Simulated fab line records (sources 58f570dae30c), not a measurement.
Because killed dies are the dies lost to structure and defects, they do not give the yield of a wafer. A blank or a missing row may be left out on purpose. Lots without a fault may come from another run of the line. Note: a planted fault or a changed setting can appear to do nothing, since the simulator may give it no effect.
Code-filled problem report in 8D (eight disciplines) form	flow berkeleyCmos170	the parts of the form that need people (team, actions taken, sign-off) are left out

## 1. PROBLEM STATEMENT
WELLDRIVE_OXIDE_THK at UCB170_WELLDRIVE_THK_MEAS_02 reads a mean of 94 nm on 9 wafers of 3 lots; wafers without a fault read 198 nm with a standard deviation of 3. That puts it -35 standard deviations away from the usual mean.
The first sign was on wafer L143.2 at day 7 19:33, on filmMetro-01. The record has a number at this step for 45 wafers belonging to 15 lots. By rule, "out" or "out of limits" means more than 4 standard deviations away from the usual mean. All remaining wafers that have a number are taken as sound.

## 2. WHAT IT IS, AND WHAT IT ISN'T
question	is	is not
which readings at this step	WELLDRIVE_OXIDE_THK	-
which lots	L143, L144, L145	L123, L124, L127, L128, L129, L130, L132, L134, L135, L136, L138, L146
which wafers of those lots	all that have a number	-
read on which gauges	filmMetro-01, filmMetro-03	filmMetro-04
when	from day 7 19:33	up to then (33 sound wafers); but 3 sound wafers of L146 came after

## 3. SUSPECTS, AND WHAT RULES EACH OUT
Counting: a tool stays on the suspect list if, at a process step up to the reading, it processed all lots that are out and no sound lot following the first of them.
- ruled out: the gauge at UCB170_WELLDRIVE_THK_MEAS_02. Those wafers that are out were read across 2 gauges (filmMetro-01, filmMetro-03).
- furnace-04 at UCB170_WELLDRIVE_OXIDATION_01 (target thk 199 nm, ox time 9000 s): kept. Every lot that is out went through it, starting with L143 (day 7 16:02), and after that it ran no sound lot; the last sound lot it ran before then is L132 (day 6 10:05). Its own readings are out on those wafers: spikeTcCentreC, spikeTcLoadC, spikeTcSourceC, tubeCenterTempC, tube_center_temp_C_max, zonePowerLoadPct.
The count leaves furnace-04 at UCB170_WELLDRIVE_OXIDATION_01.

## 4. THE CAUSE (what the simulator had put in)
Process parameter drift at UCB170_WELLDRIVE_OXIDATION_01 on furnace-04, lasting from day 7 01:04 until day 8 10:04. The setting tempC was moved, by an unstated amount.
This tool alone remained once counting was done.

## 5. THE EFFECT CHAIN, in route order
Each row: a reading whose mean over the struck wafers that have a number lies more than 3 standard deviations from the usual. Readings are gone through only where the record gives a usual standard deviation; hours: the median, over the lots, of the time from a lot's start at the first step in this table giving one to that lot's start at this step; sigmas: the change measured in usual standard deviations.
hours	step	reading	usual	on struck wafers	change	sigmas
0	UCB170_WELLDRIVE_OXIDATION_01	spikeTcCentreC	1102.6 C	1006.6	-96.0	-74
0	UCB170_WELLDRIVE_OXIDATION_01	spikeTcLoadC	1127.5 C	1032.0	-95.5	-33
0	UCB170_WELLDRIVE_OXIDATION_01	spikeTcSourceC	1130.0 C	1033.4	-96.6	-48
0	UCB170_WELLDRIVE_OXIDATION_01	tubeCenterTempC	1100 C	1003	-97	-99 or more
0	UCB170_WELLDRIVE_OXIDATION_01	tube_center_temp_C_max	1102.8	1006.0	-96.8	-99 or more
0	UCB170_WELLDRIVE_OXIDATION_01	zonePowerLoadPct	45.0 %	36.5	-8.5	-4.5
0	UCB170_WELLDRIVE_OXIDATION_01	zonePowerSourcePct	43.6 %	34.8	-8.8	-4.2
4	UCB170_WELLDRIVE_THK_MEAS_02	WELLDRIVE_OXIDE_THK	198 nm	94	-104	-35
The process steps in it:
- UCB170_WELLDRIVE_OXIDATION_01: target thk 199 nm, ox time 9000 s.

## 6. WHAT WOULD HAVE CAUGHT IT SOONER
In this record the first reading out of limits at a measuring or inspecting step was taken at day 7 19:33, 18 hours after the fault began at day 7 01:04.
Tool's own readings at UCB170_WELLDRIVE_OXIDATION_01, spikeTcCentreC, spikeTcLoadC, spikeTcSourceC, tubeCenterTempC, tube_center_temp_C_max, zonePowerLoadPct: out on all struck wafers the step has rows for; an alarm limit on them would have tripped on the first.
Of the lots that are out (3), L144, L145 began UCB170_WELLDRIVE_OXIDATION_01 on furnace-04 after day 7 19:33. A hold on the tool at that time would have spared those 2.
